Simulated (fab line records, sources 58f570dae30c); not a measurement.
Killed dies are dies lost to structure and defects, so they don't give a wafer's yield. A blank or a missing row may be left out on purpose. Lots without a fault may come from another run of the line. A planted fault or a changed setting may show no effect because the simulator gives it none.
Which tool did it? | flow berkeley_cmos170 | 7 lots, 21 wafers sampled, at 2 steps of a route of 331

WHAT THE GAUGES READ, wafer by wafer
UCB170_M2_RS_MEAS_02: measures by four-point-probe.
lot  | measured     | on            | M2_AL_RS (ohm/sq)
L388 | day 7 19:00  | film_metro-04 | 0.03197 0.03209 0.03209
L389 | day 8 09:04  | film_metro-02 | 0.03224 0.0322 0.03195
L394 | day 9 03:50  | film_metro-04 | 0.03213 0.03223 0.0321
L399 | day 10 09:23 | film_metro-01 | 0.03253 0.03234 0.03219
L403 | day 11 09:46 | film_metro-04 | 0.03226 0.03227 0.03219
L406 | day 12 04:34 | film_metro-04 | 0.03176 0.032 0.0318
L409 | day 13 04:33 | film_metro-02 | 0.03247 0.03226 0.03253

WHICH TOOL RAN EACH LOT (tool, then ch and the chambers of the sampled wafers, then the start)
lot  | UCB170_V1_ETCH_14
L388 | rie_diel-01 ch 0,1, day 7 18:24
L389 | rie_diel-04 ch 2,3, day 8 08:31
L394 | rie_diel-03 ch 1,2,3, day 9 03:17
L399 | rie_diel-01 ch 1,3, day 10 08:49
L403 | rie_diel-04 ch 0,1, day 11 09:12
L406 | rie_diel-03 ch 0,2,3, day 12 04:00
L409 | rie_diel-04 ch 0,2,3, day 13 03:58
- UCB170_V1_ETCH_14: etches SiO2 in CHF3/CF4/Ar, stops on Al, target depth 1250 nm, time 291 s.

THE ANSWER, worked out from the rows above alone
Rule: what is usual is taken from the lots themselves. Put in order of their means at a reading, lots are off if they are a third of the lots or fewer, leave a main group of 4 or more, and stand apart from it by a gap of 3 or more times the standard deviation of the main group's means; of several such gaps the widest counts. A main group whose means are all the same, to the digits that the tables above print for the reading, isn't used. A lot without any number at a reading at which 4 lots or more have one is off too. The other lots that the step has rows for count as sound.
No lot is off at any reading shown: from this, nothing can be told.

WHAT THE SIMULATOR HAD PUT IN
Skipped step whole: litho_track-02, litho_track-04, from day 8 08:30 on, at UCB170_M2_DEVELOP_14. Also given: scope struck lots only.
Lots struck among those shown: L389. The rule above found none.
